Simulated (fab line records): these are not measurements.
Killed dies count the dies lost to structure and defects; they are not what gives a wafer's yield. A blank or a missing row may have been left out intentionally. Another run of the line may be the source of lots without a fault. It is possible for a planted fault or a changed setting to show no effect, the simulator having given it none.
fab line records | flow rit-cmos
record lots=13 | wafers=39 | last-day=5
route steps=202 shown M1@200
lots with no fault: from the same line, run without faults
start-h: start of the lot's first displayed wafer, in hours after the record's first day | wait-h: hours elapsed since this lot's preceding step | " unchanged from the row above | L1.1+2: a row that stands for several wafers | - value missing, or start not given | * or withheld: withheld | < > ~ a bound
route shown NAME@n: names a module that has steps shown in the file, with the first one's number in the route | usual: mean/standard deviation taken from wafers without a fault | same: alike in all rows | chamber/n: place in a boat | sites: the reading at each site | _std_site: standard deviation of those values | _edge_site: mean of outer sites minus mean of inner sites | radius-mm: for every site, how far away it sits from the centre of the wafer | mask NAME#n: copy n | behind: tool/chamber where the wafer was last shaped | hold: why the lot was held/for how many hours/how that ended | device: whichever transistor did not switch (one of n, p or np) | end of line: the tests these same wafers got at the end of their route | a step with no rows: only its recipe | killed: dies that structure and defects cost at the first sort, which is not the same as the wafer's yield | map: a wafer's dies, marking killed ones x, the rest . and places with no die _
set.NAME: setting as actually run; set.NAME@STEP: the setting as run at that earlier step | model.NAME: the simulator's own value behind a step, which no gauge read
the route's steps for a sample of lots (tables are steps, rows are wafers)
## steps
# step RIT_M1_ANNEAL_15
# recipe temp-c=450 | time-s=1839 | ambient=forming_gas_H2N2
# usual spike-tc-centre-C=453.2/1 | spike-tc-load-C=468.7/0.97 | spike-tc-source-C=465.5/1.1 | tube-center-temp-C=450.01/0.041 | tube_center_temp_C_max=451.13/0.18
# same time-s=1839
lot.wafer | tool       | chamber | start-h | wait-h | spike-tc-centre-C | spike-tc-load-C | spike-tc-source-C | tube-center-temp-C | tube_center_temp_C_max
L882.3    | furnace-02 | 0       | 64.52   | 0.1    | 453.8             | 468.1           | 465.0             | 450.02             | 450.98
L882.5    | "          | 0       | "       | "      | 455.2             | 469.6           | 465.9             | 449.96             | 451.12
L882.6    | "          | 0       | "       | "      | 452.6             | 467.5           | 463.6             | 449.98             | 450.89
L883.1    | furnace-02 | 0       | 69.18   | 0.1    | 453.5             | 469.5           | 466.5             | 449.93             | 450.99
L883.2    | "          | 0       | "       | "      | 452.9             | 470.1           | 465.2             | 450.04             | 451.12
L883.4    | "          | 0       | "       | "      | 452.0             | 467.7           | 464.1             | 450.05             | 451.09
L884.2    | furnace-02 | 0       | 72.70   | 0.1    | 453.8             | 467.7           | 465.5             | 450.04             | 451.19
L884.3    | "          | 0       | "       | "      | 454.0             | 469.7           | 462.8             | 449.99             | 451.22
L884.6    | "          | 0       | "       | "      | 454.4             | 467.8           | 467.8             | 450.05             | 451.46
L885.2    | furnace-02 | 0       | 80.72   | 0.1    | 454.5             | 466.9           | 467.1             | 449.97             | 451.05
L885.3    | "          | 0       | "       | "      | 454.9             | 467.8           | 466.3             | 450.05             | 451.22
L885.5    | "          | 0       | "       | "      | 453.3             | 467.4           | 464.9             | 449.95             | 451.02
L886.1    | furnace-02 | 0       | 83.93   | 0.1    | 453.6             | 468.0           | 466.8             | 449.96             | 451.47
L886.3    | "          | 0       | "       | "      | 454.9             | 469.4           | 465.5             | 450.06             | 450.98
L886.6    | "          | 0       | "       | "      | 452.3             | 467.8           | 464.7             | 449.99             | 450.94
L887.3    | furnace-02 | 0       | 87.80   | 0.1    | 454.1             | 468.8           | 464.5             | 449.97             | 451.18
L887.4    | "          | 0       | "       | "      | 451.7             | 468.7           | 466.5             | 449.99             | 451.00
L887.5    | "          | 0       | "       | "      | 453.9             | 468.9           | 465.3             | 449.98             | 451.04
L889.1    | furnace-02 | 0       | 95.61   | 0.1    | 454.2             | 470.5           | 464.8             | 450.02             | 451.06
L889.4    | "          | 0       | "       | "      | 452.1             | 467.5           | 466.0             | 449.99             | 451.14
L889.6    | "          | 0       | "       | "      | 454.5             | 469.8           | 465.4             | 450.05             | 451.20
L888.1    | furnace-02 | 0       | 97.35   | 0.1    | 453.9             | 469.8           | 466.3             | 449.93             | 451.14
L888.3    | "          | 0       | "       | "      | 452.6             | 467.8           | 466.1             | 450.1              | 451.22
L888.6    | "          | 0       | "       | "      | 452.5             | 468.4           | 467.0             | 449.98             | 450.81
L890.2    | furnace-02 | 0       | 100.55  | 0.1    | 451.7             | 468.9           | 464.4             | 450.02             | 451.02
L890.4    | "          | 0       | "       | "      | 454.7             | 468.4           | 465.4             | 450.07             | 451.55
L890.5    | "          | 0       | "       | "      | 450.8             | 469.7           | 464.1             | 449.98             | 450.97
L891.1    | furnace-02 | 0       | 113.76  | 0.1    | 457.9             | 473.2           | 470.6             | 455.04             | 455.86
L891.3    | "          | 0       | "       | "      | 456.7             | 476.1           | 469.9             | 455.18             | 456.12
L891.6    | "          | 0       | "       | "      | 458.6             | 473.6           | 472.3             | 455.12             | 456.31
L892.3    | furnace-02 | 0       | 115.26  | 1.2    | 455.5             | 471.4           | 470.8             | 454.98             | 456.35
L892.5    | "          | 0       | "       | "      | 457.9             | 474.5           | 470.2             | 455.07             | 456.19
L892.6    | "          | 0       | "       | "      | 456.4             | 474.8           | 470.0             | 455.09             | 456.59
L893.1    | furnace-02 | 0       | 117.72  | 0.1    | 457.5             | 472.8           | 469.4             | 455.1              | 456.67
L893.3    | "          | 0       | "       | "      | 457.3             | 474.5           | 471.2             | 455.06             | 456.27
L893.4    | "          | 0       | "       | "      | 458.8             | 474.8           | 469.6             | 455.08             | 456.22
L894.2    | furnace-02 | 0       | 125.46  | 0.1    | 457.9             | 474.4           | 471.2             | 455.01             | 456.29
L894.5    | "          | 0       | "       | "      | 460.3             | 475.1           | 472.1             | 455.03             | 456.03
L894.6    | "          | 0       | "       | "      | 458.0             | 474.6           | 469.4             | 455.08             | 456.21
# step RIT_M1_PROBE_99
# usual defect-limited-yield=97.4/1.1 | killed-at-contacts=0.1/0.25 | killed-at-front-end=6.8/2.9 | killed-dies=6.9/2.9 | killed-open=3.3/1.9 | killed-short=3.6/1.9 | sort_bin_3_pad_short=0.1/0.23 | sort_bin_5_function=1.5/0.78 | sort_bin_6_memory=1.0/0.64 | sort-n-pass=257.1/2.9 | sort-yield-pct=97.4/1.1
# same gross-dies=264 | killed_at_M0_to_M3=0 | killed_at_M4_up=0 | killed-at-back-side=0 | killed-at-other=0
lot.wafer | tool      | chamber | start-h | wait-h | defect-limited-yield[%] | killed-at-contacts | killed-at-front-end | killed-dies | killed-open | killed-short | sort_bin_3_pad_short[%] | sort_bin_5_function[%] | sort_bin_6_memory[%] | sort-n-pass | sort-yield-pct[%]
L882.3    | prober-02 | -       | 66.24   | 0.2    | 96.6                    | 0                  | 9                   | 9           | 2           | 7            | 0                       | 3.0                    | 0.4                  | 255.0       | 96.6
L882.5    | prober-02 | -       | 66.34   | 0.2    | 98.1                    | 0                  | 5                   | 5           | 2           | 3            | 0.4                     | 0.4                    | 1.1                  | 259.0       | 98.1
L882.6    | prober-02 | -       | 66.39   | 0.2    | 98.5                    | 0                  | 4                   | 4           | 4           | 0            | 0                       | 0.8                    | 0.8                  | 260.0       | 98.5
L883.1    | prober-01 | -       | 70.80   | 0.1    | 96.2                    | 0                  | 10                  | 10          | 5           | 5            | 0.4                     | 1.9                    | 1.5                  | 254.0       | 96.2
L883.2    | prober-01 | -       | 70.85   | 0.1    | 98.5                    | 0                  | 4                   | 4           | 1           | 3            | 0                       | 1.1                    | 0.4                  | 260.0       | 98.5
L883.4    | prober-01 | -       | 70.95   | 0.2    | 98.1                    | 0                  | 5                   | 5           | 2           | 3            | 0.4                     | 0.8                    | 0.8                  | 259.0       | 98.1
L884.2    | prober-02 | -       | 74.37   | 0.1    | 98.5                    | 0                  | 4                   | 4           | 3           | 1            | 0                       | 0.4                    | 1.1                  | 260.0       | 98.5
L884.3    | prober-02 | -       | 74.42   | 0.2    | 97.3                    | 0                  | 7                   | 7           | 5           | 2            | 0                       | 1.9                    | 0.8                  | 257.0       | 97.3
L884.6    | prober-02 | -       | 74.57   | 0.2    | 97.3                    | 1                  | 6                   | 7           | 3           | 4            | 0                       | 0.8                    | 1.9                  | 257.0       | 97.3
L885.2    | prober-01 | -       | 82.39   | 0.1    | 95.8                    | 0                  | 11                  | 11          | 3           | 8            | 0.4                     | 1.9                    | 1.9                  | 253.0       | 95.8
L885.3    | prober-01 | -       | 82.44   | 0.2    | 97.3                    | 0                  | 7                   | 7           | 2           | 5            | 0                       | 1.9                    | 0.8                  | 257.0       | 97.3
L885.5    | prober-01 | -       | 82.54   | 0.2    | 97.0                    | 0                  | 8                   | 8           | 6           | 2            | 0                       | 1.1                    | 1.9                  | 256.0       | 97.0
L886.1    | prober-02 | -       | 85.55   | 0.1    | 97.7                    | 0                  | 6                   | 6           | 4           | 2            | 0.4                     | 1.5                    | 0.4                  | 258.0       | 97.7
L886.3    | prober-02 | -       | 85.65   | 0.2    | 98.9                    | 0                  | 3                   | 3           | 2           | 1            | 0                       | 0.8                    | 0.4                  | 261.0       | 98.9
L886.6    | prober-02 | -       | 85.80   | 0.2    | 99.2                    | 0                  | 2                   | 2           | 2           | 0            | 0                       | 0.4                    | 0.4                  | 262.0       | 99.2
L887.3    | prober-01 | -       | 89.52   | 0.2    | 95.1                    | 1                  | 12                  | 13          | 6           | 7            | 0.8                     | 3.0                    | 1.1                  | 251.0       | 95.1
L887.4    | prober-01 | -       | 89.57   | 0.2    | 97.0                    | 0                  | 8                   | 8           | 2           | 6            | 0                       | 0.8                    | 2.3                  | 256.0       | 97.0
L887.5    | prober-01 | -       | 89.62   | 0.2    | 96.6                    | 0                  | 9                   | 9           | 5           | 4            | 0.8                     | 1.9                    | 0.8                  | 255.0       | 96.6
L889.1    | prober-02 | -       | 97.23   | 0.1    | 97.3                    | 0                  | 7                   | 7           | 1           | 6            | 0.4                     | 1.5                    | 0.8                  | 257.0       | 97.3
L889.4    | prober-02 | -       | 97.38   | 0.2    | 97.7                    | 0                  | 6                   | 6           | 4           | 2            | 0                       | 1.5                    | 0.8                  | 258.0       | 97.7
L889.6    | prober-02 | -       | 97.48   | 0.2    | 94.3                    | 0                  | 15                  | 15          | 8           | 7            | 0                       | 4.2                    | 1.5                  | 249.0       | 94.3
L888.1    | prober-01 | -       | 98.97   | 0.1    | 98.1                    | 0                  | 5                   | 5           | 3           | 2            | 0                       | 1.5                    | 0.4                  | 259.0       | 98.1
L888.3    | prober-01 | -       | 99.07   | 0.2    | 99.2                    | 0                  | 2                   | 2           | 0           | 2            | 0.4                     | 0                      | 0.4                  | 262.0       | 99.2
L888.6    | prober-01 | -       | 99.22   | 0.2    | 97.3                    | 0                  | 7                   | 7           | 4           | 3            | 0                       | 1.1                    | 1.5                  | 257.0       | 97.3
L890.2    | prober-02 | -       | 102.22  | 0.1    | 97.0                    | 0                  | 8                   | 8           | 4           | 4            | 0                       | 2.3                    | 0.8                  | 256.0       | 97.0
L890.4    | prober-02 | -       | 102.32  | 0.2    | 99.2                    | 0                  | 2                   | 2           | 0           | 2            | 0                       | 0.4                    | 0.4                  | 262.0       | 99.2
L890.5    | prober-02 | -       | 102.37  | 0.2    | 98.5                    | 0                  | 4                   | 4           | 1           | 3            | 0                       | 1.1                    | 0.4                  | 260.0       | 98.5
L891.1    | prober-01 | -       | 115.38  | 0.1    | 97.3                    | 1                  | 6                   | 7           | 3           | 4            | 0                       | 1.1                    | 1.5                  | 257.0       | 97.3
L891.3    | prober-01 | -       | 115.48  | 0.2    | 96.2                    | 0                  | 10                  | 10          | 7           | 3            | 0                       | 1.9                    | 1.9                  | 254.0       | 96.2
L891.6    | prober-01 | -       | 115.63  | 0.2    | 98.1                    | 0                  | 5                   | 5           | 4           | 1            | 0                       | 1.1                    | 0.8                  | 259.0       | 98.1
L892.3    | prober-02 | -       | 116.98  | 0.2    | 95.8                    | 0                  | 11                  | 11          | 5           | 6            | 0                       | 3.0                    | 1.1                  | 253.0       | 95.8
L892.5    | prober-02 | -       | 117.08  | 0.2    | 97.3                    | 0                  | 7                   | 7           | 2           | 5            | 0                       | 1.9                    | 0.8                  | 257.0       | 97.3
L892.6    | prober-02 | -       | 117.13  | 0.2    | 95.8                    | 0                  | 11                  | 11          | 8           | 3            | 0                       | 2.7                    | 1.5                  | 253.0       | 95.8
L893.1    | prober-01 | -       | 119.34  | 0.1    | 97.3                    | 0                  | 7                   | 7           | 3           | 4            | 0                       | 2.3                    | 0.4                  | 257.0       | 97.3
L893.3    | prober-01 | -       | 119.44  | 0.2    | 98.1                    | 0                  | 5                   | 5           | 2           | 3            | 0                       | 1.5                    | 0.4                  | 259.0       | 98.1
L893.4    | prober-01 | -       | 119.49  | 0.2    | 98.9                    | 0                  | 3                   | 3           | 0           | 3            | 0                       | 0.8                    | 0.4                  | 261.0       | 98.9
L894.2    | prober-01 | -       | 127.13  | 0.1    | 95.5                    | 0                  | 12                  | 12          | 5           | 7            | 0                       | 2.7                    | 1.9                  | 252.0       | 95.5
L894.5    | prober-01 | -       | 127.28  | 0.2    | 96.2                    | 0                  | 10                  | 10          | 6           | 4            | 0                       | 1.9                    | 1.9                  | 254.0       | 96.2
L894.6    | prober-01 | -       | 127.33  | 0.2    | 95.5                    | 0                  | 12                  | 12          | 5           | 7            | 0                       | 3.0                    | 1.5                  | 252.0       | 95.5
# killed by level:class
L882.3 FOX1:geometric-particle:short=2 FOX2:geometric-particle:short=2 GATE:geometric-particle:open=1 GATE:geometric-particle:short=1 REOX:geometric-particle:open=1 REOX:geometric-particle:short=1 SILICIDE:geometric-particle:short=1
L882.5 GATE:geometric-particle:open=2 SPACER:geometric-particle:short=2 GATE:geometric-particle:short=1
L882.6 FOX2:geometric-particle:open=2 REOX:geometric-particle:open=2
L883.1 GATE:geometric-particle:open=3 GATE:geometric-particle:short=2 REOX:geometric-particle:open=2 FOX2:geometric-particle:short=1 SPACER:geometric-particle:short=1 SILICIDE:geometric-particle:short=1
L883.2 FOX1:geometric-particle:short=2 REOX:geometric-particle:open=1 SILICIDE:geometric-particle:short=1
L883.4 FOX2:geometric-particle:short=2 GATE:geometric-particle:open=1 REOX:geometric-particle:short=1 REOX:geometric-particle:open=1
L884.2 GATE:geometric-particle:open=2 FOX2:geometric-particle:short=1 SPACER:geometric-particle:open=1
L884.3 GATE:geometric-particle:open=3 FOX1:geometric-particle:open=1 GATE:geometric-particle:short=1 REOX:geometric-particle:short=1 REOX:geometric-particle:open=1
L884.6 GATE:geometric-particle:short=2 FOX2:geometric-particle:short=1 FOX2:geometric-particle:open=1 GATE:geometric-particle:open=1 REOX:geometric-particle:short=1 CONTACT:geometric-particle:open=1
L885.2 GATE:geometric-particle:short=4 SPACER:geometric-particle:short=2 FOX1:geometric-particle:open=1 GATE:geometric-particle:open=1 REOX:geometric-particle:open=1 REOX:geometric-particle:short=1 SILICIDE:geometric-particle:short=1
L885.3 REOX:geometric-particle:short=2 GATE:geometric-particle:short=1 FOX2:geometric-particle:open=1 SPACER:geometric-particle:open=1 SPACER:geometric-particle:short=1 SILICIDE:geometric-particle:short=1
L885.5 GATE:geometric-particle:open=5 GATE:geometric-particle:short=2 FOX1:geometric-particle:open=1
L886.1 GATE:geometric-particle:open=2 FOX1:geometric-particle:open=1 GATE:geometric-particle:short=1 REOX:geometric-particle:open=1 SILICIDE:geometric-particle:short=1
L886.3 FOX1:geometric-particle:open=2 SPACER:geometric-particle:short=1
L886.6 GATE:geometric-particle:open=1 SILICIDE:geometric-particle:open=1
L887.3 GATE:geometric-particle:open=4 GATE:geometric-particle:short=4 FOX2:geometric-particle:short=2 REOX:geometric-particle:open=2 CONTACT:geometric-particle:short=1
L887.4 GATE:geometric-particle:short=3 FOX1:geometric-particle:short=1 GATE:geometric-particle:open=1 SPACER:geometric-particle:short=1 SPACER:geometric-particle:open=1 SILICIDE:geometric-particle:short=1
L887.5 FOX2:geometric-particle:open=2 FOX2:geometric-particle:short=1 GATE:geometric-particle:short=1 REOX:geometric-particle:short=1 REOX:geometric-particle:open=1 SPACER:geometric-particle:open=1 SILICIDE:geometric-particle:open=1 SILICIDE:geometric-particle:short=1
L889.1 GATE:geometric-particle:short=2 SPACER:geometric-particle:short=2 FOX1:geometric-particle:short=1 GATE:geometric-particle:open=1 REOX:geometric-particle:short=1
L889.4 FOX1:geometric-particle:open=2 FOX1:geometric-particle:short=1 GATE:geometric-particle:open=1 GATE:geometric-particle:short=1 REOX:geometric-particle:open=1
L889.6 GATE:geometric-particle:short=4 FOX1:geometric-particle:open=2 FOX1:geometric-particle:short=2 GATE:geometric-particle:open=2 REOX:geometric-particle:open=2 SPACER:geometric-particle:open=2 SPACER:geometric-particle:short=1
L888.1 SILICIDE:geometric-particle:open=3 FOX1:geometric-particle:short=1 FOX2:geometric-particle:short=1
L888.3 REOX:geometric-particle:short=1 SILICIDE:geometric-particle:short=1
L888.6 SILICIDE:geometric-particle:open=3 FOX1:geometric-particle:short=2 ACTIVE:geometric-particle:short=1 FOX2:geometric-particle:open=1
L890.2 GATE:geometric-particle:open=3 GATE:geometric-particle:short=3 REOX:geometric-particle:open=1 SILICIDE:geometric-particle:short=1
L890.4 FOX2:geometric-particle:short=1 GATE:geometric-particle:short=1
L890.5 REOX:geometric-particle:short=2 GATE:geometric-particle:open=1 GATE:geometric-particle:short=1
L891.1 GATE:geometric-particle:short=3 GATE:geometric-particle:open=2 FOX1:geometric-particle:open=1 CONTACT:geometric-particle:short=1
L891.3 REOX:geometric-particle:open=4 GATE:geometric-particle:short=2 FOX1:geometric-particle:short=1 FOX2:geometric-particle:open=1 GATE:geometric-particle:open=1 SPACER:geometric-particle:open=1
L891.6 GATE:geometric-particle:open=2 FOX1:geometric-particle:open=1 FOX2:geometric-particle:short=1 FOX2:geometric-particle:open=1
L892.3 GATE:geometric-particle:short=5 GATE:geometric-particle:open=2 FOX1:geometric-particle:open=1 FOX2:geometric-particle:open=1 REOX:geometric-particle:short=1 REOX:geometric-particle:open=1
L892.5 GATE:geometric-particle:short=3 FOX1:geometric-particle:open=2 REOX:geometric-particle:short=2
L892.6 GATE:geometric-particle:open=5 FOX1:geometric-particle:open=3 FOX2:geometric-particle:short=1 GATE:geometric-particle:short=1 SILICIDE:geometric-particle:short=1
L893.1 FOX1:geometric-particle:short=3 FOX1:geometric-particle:open=1 GATE:geometric-particle:open=1 SPACER:geometric-particle:open=1 SILICIDE:geometric-particle:short=1
L893.3 FOX1:geometric-particle:open=1 FOX2:geometric-particle:short=1 GATE:geometric-particle:short=1 SPACER:geometric-particle:open=1 SILICIDE:geometric-particle:short=1
L893.4 FOX2:geometric-particle:short=2 GATE:geometric-particle:short=1
L894.2 SPACER:geometric-particle:short=6 GATE:geometric-particle:open=2 SPACER:geometric-particle:open=2 GATE:geometric-particle:short=1 SILICIDE:geometric-particle:open=1
L894.5 REOX:geometric-particle:open=2 FOX1:geometric-particle:short=1 FOX1:geometric-particle:open=1 GATE:geometric-particle:open=1 GATE:geometric-particle:short=1 SPACER:geometric-particle:short=1 SPACER:geometric-particle:open=1 SILICIDE:geometric-particle:short=1
L894.6 SPACER:geometric-particle:open=3 SILICIDE:geometric-particle:short=3 GATE:geometric-particle:short=2 SPACER:geometric-particle:short=2 FOX1:geometric-particle:open=1 REOX:geometric-particle:open=1
## key
first-sign step=RIT_M1_ANNEAL_15 | reading=tube-center-temp-C | direction=up | sigmas=99+ | usual=* | struck=*
effect step=RIT_M1_ANNEAL_15 | reading=tube_center_temp_C_max | direction=up | sigmas=28 | usual=* | struck=*
met-at RIT_M1_ANNEAL_15
struck-lots L891,L892,L893,L894
fault kind=process-parameter-drift | tool=furnace-02 | chamber=- | onset-h=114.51 | steps=RIT_M1_ANNEAL_15 | channel=temp-c | offset=* | shape=step | end-h=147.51 | stated=*
